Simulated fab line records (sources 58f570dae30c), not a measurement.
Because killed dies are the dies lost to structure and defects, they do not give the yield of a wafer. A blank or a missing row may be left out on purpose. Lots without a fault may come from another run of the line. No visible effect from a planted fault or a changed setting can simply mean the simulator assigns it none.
fab line records ; flow berkeley_cmos170
[record] lots = 14; wafers = 42; last_day = 13
route steps=331 shown PWELL@49
lots with no fault: from the same line, run without faults
start_h: hours from the record's opening day to when the first of the lot's shown wafers began ; wait_h: how many hours have passed since the lot's step before this one ; " the same as in the row above ; L1.1+2: a row that stands for several wafers ; - no value, or no start was given ; * or withheld: withheld ; < > ~ a bound
route shown NAME@n: names a module that has steps shown in the file, with the first one's number in the route ; usual: mean/standard deviation taken from wafers without a fault ; same: alike in all rows ; chamber/n: place in a boat ; sites: each site's reading ; _std_site: their standard deviation ; _edge_site: mean of outer sites minus mean of inner sites ; radius_mm: how far each site lies from the wafer's centre ; mask NAME#n: copy n ; behind: tool/chamber where the wafer was last shaped ; hold: why the lot was held/for how many hours/how that ended ; device: the n, p or np transistor that did not switch ; end of line: tests of these same wafers at the route's end ; a step without rows: its recipe alone ; killed: not the wafer's yield, but the dies lost to structure and defects at the first sort ; map: dies across one wafer; x = killed, . = not, _ = none there
set.NAME: the setting that was run; set.NAME@STEP: the one run at that earlier step ; model.NAME: the simulator's own value behind a step, which no gauge read
route steps across a sampled set of lots; one table per step, one row per wafer
services: the hour from which a tool's chamber was out of use, counted from the record's first day as start_h (under 0 if before that day), plus the number of hours and why
[[steps]]
[step UCB170_PWELL_IMPLANT_15]
[recipe] species = B; dose_cm2 = 5e+12; energy_kev = 58.93; tilt_deg = 7
[usual] beam_energy_keV = 58.933/0.018; dose_ions_cm2 = 5e+12/4.2e+09; faraday_current_uA = 15.9/0.32
lot.wafer;tool;chamber;start_h;wait_h;beam_energy_keV;dose_ions_cm2;faraday_current_uA
L880.1;implanter-02;0;59.85;0.1;58.927;5e+12;15.9
L880.5;implanter-02;0;59.85;0.1;58.960;5.003e+12;15.4
L880.6;implanter-02;0;59.85;0.1;58.923;5.005e+12;16.3
L883.1;implanter-01;0;70.01;0.1;58.919;5.004e+12;16.9
L883.2;implanter-01;0;70.01;0.1;58.935;5.004e+12;15.4
L883.3;implanter-01;0;70.01;0.1;58.915;4.998e+12;15.6
L882.1;implanter-02;0;70.22;0.1;58.920;5.005e+12;16.0
L882.4;implanter-02;0;70.22;0.1;58.912;5.002e+12;15.8
L882.6;implanter-02;0;70.22;0.1;58.905;4.992e+12;16.1
L887.1;implanter-02;0;89.85;0.1;58.947;5.001e+12;15.9
L887.3;implanter-02;0;89.85;0.1;58.960;5.001e+12;16.3
L887.4;implanter-02;0;89.85;0.1;58.947;4.993e+12;15.5
L886.2;implanter-04;0;90.48;0.1;58.939;4.994e+12;15.7
L886.4;implanter-04;0;90.48;0.1;58.941;5.001e+12;16.1
L886.6;implanter-04;0;90.48;0.1;58.942;5.001e+12;15.6
L889.2;implanter-01;0;100.12;0.1;58.951;5.002e+12;16.3
L889.3;implanter-01;0;100.12;0.1;58.974;5.003e+12;15.0
L889.5;implanter-01;0;100.12;0.1;58.951;5.003e+12;15.7
L888.1;implanter-02;0;100.20;0.1;58.931;4.997e+12;16.0
L888.2;implanter-02;0;100.20;0.1;58.914;4.996e+12;15.8
L888.5;implanter-02;0;100.20;0.1;58.921;5.006e+12;15.6
L891.2;implanter-01;0;108.65;0.1;58.925;5.003e+12;16.1
L891.5;implanter-01;0;108.65;0.1;58.945;4.994e+12;16.1
L891.6;implanter-01;0;108.65;0.1;58.956;4.996e+12;15.8
L895.3;implanter-02;0;133.31;0.1;58.933;2.751e+12;8.4
L895.4;implanter-02;0;133.31;0.1;58.936;2.748e+12;8.7
L895.5;implanter-02;0;133.31;0.1;58.925;2.75e+12;9.0
L894.2;implanter-04;0;133.56;0.1;58.923;5.005e+12;16.1
L894.3;implanter-04;0;133.56;0.1;58.930;4.999e+12;15.8
L894.4;implanter-04;0;133.56;0.1;58.951;5.001e+12;15.4
L898.3;implanter-02;0;148.45;0.1;58.935;2.749e+12;8.6
L898.4;implanter-02;0;148.45;0.1;58.904;2.75e+12;8.4
L898.6;implanter-02;0;148.45;0.1;58.933;2.742e+12;8.5
L899.2;implanter-01;0;159.15;0.1;58.964;4.999e+12;15.9
L899.4;implanter-01;0;159.15;0.1;58.914;4.997e+12;15.7
L899.5;implanter-01;0;159.15;0.1;58.915;5.002e+12;16.2
L900.1;implanter-04;0;159.40;0.1;58.914;5e+12;16.1
L900.2;implanter-04;0;159.40;0.1;58.930;5e+12;15.9
L900.5;implanter-04;0;159.40;0.1;58.925;4.997e+12;15.8
L902.1;implanter-04;0;167.93;0.1;58.921;5.001e+12;15.6
L902.4;implanter-04;0;167.93;0.1;58.895;4.995e+12;16.2
L902.5;implanter-04;0;167.93;0.1;58.934;5.007e+12;16.2
[step UCB170_PWELL_TW_MEAS_17]
[usual] PWELL_TW = 376/4.2
lot.wafer;tool;chamber;start_h;wait_h;PWELL_TW
L880.1;film_metro-03;-;60.10;0.1;373
L880.5;film_metro-03;-;60.10;0.1;372
L880.6;film_metro-03;-;60.10;0.1;371
L883.1;film_metro-03;-;70.30;0.1;372
L883.2;film_metro-03;-;70.30;0.1;373
L883.3;film_metro-03;-;70.30;0.1;370
L882.1;film_metro-04;-;70.47;0.1;380
L882.4;film_metro-04;-;70.47;0.1;381
L882.6;film_metro-04;-;70.47;0.1;380
L887.1;film_metro-04;-;90.10;0.1;379
L887.3;film_metro-04;-;90.10;0.1;381
L887.4;film_metro-04;-;90.10;0.1;381
L886.2;film_metro-01;-;90.72;0.1;376
L886.4;film_metro-01;-;90.72;0.1;373
L886.6;film_metro-01;-;90.72;0.1;374
L889.2;film_metro-04;-;100.35;0.1;381
L889.3;film_metro-04;-;100.35;0.1;383
L889.5;film_metro-04;-;100.35;0.1;380
L888.1;film_metro-01;-;100.45;0.1;373
L888.2;film_metro-01;-;100.45;0.1;375
L888.5;film_metro-01;-;100.45;0.1;375
L891.2;film_metro-03;-;108.88;0.1;373
L891.5;film_metro-03;-;108.88;0.1;370
L891.6;film_metro-03;-;108.88;0.1;372
L895.3;film_metro-01;-;133.53;0.1;313
L895.4;film_metro-01;-;133.53;0.1;315
L895.5;film_metro-01;-;133.53;0.1;314
L894.2;film_metro-03;-;133.79;0.1;369
L894.3;film_metro-03;-;133.79;0.1;373
L894.4;film_metro-03;-;133.79;0.1;369
L898.3;film_metro-01;-;148.67;0.1;313
L898.4;film_metro-01;-;148.67;0.1;308
L898.6;film_metro-01;-;148.67;0.1;311
L899.2;film_metro-03;-;159.38;0.1;374
L899.4;film_metro-03;-;159.38;0.1;374
L899.5;film_metro-03;-;159.38;0.1;373
L900.1;film_metro-01;-;159.65;0.1;374
L900.2;film_metro-01;-;159.65;0.1;374
L900.5;film_metro-01;-;159.65;0.1;374
L902.1;film_metro-04;-;168.18;0.1;381
L902.4;film_metro-04;-;168.18;0.1;380
L902.5;film_metro-04;-;168.18;0.1;379
[[services]]
tool;chamber;start_h;hours;kind
implanter-01;-;39.13;3.2;repair
implanter-04;-;65.68;2.6;repair
implanter-02;-;85.07;2.6;repair
implanter-01;-;87.53;1.4;repair
implanter-04;-;100.73;1.5;repair
implanter-01;-;124.91;1.5;repair
implanter-04;-;127.64;1.2;repair
[[key]]
[first_sign] step = UCB170_PWELL_IMPLANT_15; reading = dose_ions_cm2; direction = down; sigmas = 99+; usual = 5e+12; struck = 2.748e+12
[effect] step = UCB170_PWELL_IMPLANT_15; reading = faraday_current_uA; direction = down; sigmas = 23; usual = 15.9; struck = 8.6
[effect] step = UCB170_PWELL_TW_MEAS_17; reading = PWELL_TW; direction = down; sigmas = 15; usual = 376; struck = 312
met_at UCB170_PWELL_IMPLANT_15
struck_lots L895,L898
tester_left_out L895,L898
onset_between 100.20 133.31
[fault] kind = process_parameter_drift; tool = implanter-02; chamber = -; onset_h = 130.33; steps = UCB170_PWELL_IMPLANT_15; channel = dose_cm2; offset = -2.25e+12; shape = step; end_h = 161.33; acts_in = these_recipes_only; stated = 5e+12
// tester_left_out: of these lots the tester's yield and bins aren't shown, on N5 and GAA mostly nor the transistor test; their killed dies are dies lost to structure and defects alone, not to doping, threshold or leakage, so they don't give the yield
